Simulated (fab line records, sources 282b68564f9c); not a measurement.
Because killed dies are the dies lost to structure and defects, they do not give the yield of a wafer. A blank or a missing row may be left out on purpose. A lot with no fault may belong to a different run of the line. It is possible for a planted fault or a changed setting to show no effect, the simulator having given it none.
Shared-tool check | flow rit-cmos | Sample size 15 lots and 45 wafers

## WHY THIS WAS OPENED
3 of 15 lots carry a flag on the reading NRETRO_TW at RIT_NRETRO_TW_MEAS_10. Fault-free wafers read 1054, with a standard deviation of 8.6.
Rule: a lot is flagged in two cases, either no wafer of it has a number, or all its wafers with numbers fall more than 4 standard deviations from that mean. All remaining lots are regarded as sound.

lot  | measured    | on            | NRETRO_TW, wafer by wafer | flag
L304 | day 2 14:32 | film-metro-03 | 1054 1055 1058            |
L307 | day 2 22:38 | film-metro-02 | 1333 1331 1331            | FLAGGED
L310 | day 3 13:56 | film-metro-02 | 1320 1314 1322            | FLAGGED
L312 | day 3 21:50 | film-metro-01 | 1043 1043 1039            |
L313 | day 4 03:13 | film-metro-01 | 1296 1311 1303            | FLAGGED
L316 | day 4 18:32 | film-metro-01 | 1038 1040 1038            |
L317 | day 4 22:23 | film-metro-01 | 1041 1040 1040            |
L318 | day 5 03:44 | film-metro-03 | 1054 1057 1059            |
L319 | day 5 08:29 | film-metro-02 | 1070 1061 1063            |
L320 | day 5 13:26 | film-metro-03 | 1056 1047 1052            |
L321 | day 5 18:34 | film-metro-02 | 1060 1070 1066            |
L322 | day 5 23:54 | film-metro-03 | 1058 1055 1050            |
L324 | day 6 09:48 | film-metro-02 | 1070 1060 1059            |
L326 | day 6 20:05 | film-metro-01 | 1049 1046 1047            |
L327 | day 7 01:03 | film-metro-01 | 1041 1034 1035            |
The mean of the flagged lots' numbers is 1318, +264 from the usual (+31 standard deviations).

## WHICH TOOL EACH LOT WENT THROUGH
The record holds 1 process step before the reading, out of a route of 202 steps. Cell contents, in order: the tool; ch with the chambers the sampled wafers went through; the start.
lot  | flag    | RIT_NRETRO_IMPLANT_08
L304 |         | implanter-02 ch 0, day 2 14:13
L307 | FLAGGED | implanter-02 ch 0, day 2 21:59
L310 | FLAGGED | implanter-03 ch 0, day 3 13:19
L312 |         | implanter-03 ch 0, day 3 21:32
L313 | FLAGGED | implanter-02 ch 0, day 4 02:34
L316 |         | implanter-03 ch 0, day 4 18:13
L317 |         | implanter-03 ch 0, day 4 22:04
L318 |         | implanter-03 ch 0, day 5 03:26
L319 |         | implanter-04 ch 0, day 5 08:11
L320 |         | implanter-04 ch 0, day 5 13:09
L321 |         | implanter-04 ch 0, day 5 18:16
L322 |         | implanter-02 ch 0, day 5 23:34
L324 |         | implanter-04 ch 0, day 6 09:28
L326 |         | implanter-02 ch 0, day 6 19:46
L327 |         | implanter-02 ch 0, day 7 00:43
What these steps do:
- RIT_NRETRO_IMPLANT_08
- RIT_NRETRO_TW_MEAS_10

## FLAGGED AGAINST TOTAL, ONE TOOL AT A TIME (gauges that did the reading follow at the end)
step                  | tool          | lots run | flagged | share of the flagged lots | sound lots run after its first flagged lot
RIT_NRETRO_IMPLANT_08 | implanter-02  | 6        | 2       | some                      | 3 (L322,L326,L327)
RIT_NRETRO_IMPLANT_08 | implanter-03  | 5        | 1       | some                      | 4 (L312,L316,L317,L318)
RIT_NRETRO_IMPLANT_08 | implanter-04  | 4        | 0       | none                      | -
RIT_NRETRO_TW_MEAS_10 | film-metro-01 | 6        | 1       | some                      | 4 (L316,L317,L326,L327)
RIT_NRETRO_TW_MEAS_10 | film-metro-02 | 5        | 2       | some                      | 3 (L319,L321,L324)
RIT_NRETRO_TW_MEAS_10 | film-metro-03 | 4        | 0       | none                      | -

## WHAT THE TABLE PERMITS
No row of the table ran every flagged lot.

## WHAT HAD BEEN PUT IN BY THE SIMULATOR
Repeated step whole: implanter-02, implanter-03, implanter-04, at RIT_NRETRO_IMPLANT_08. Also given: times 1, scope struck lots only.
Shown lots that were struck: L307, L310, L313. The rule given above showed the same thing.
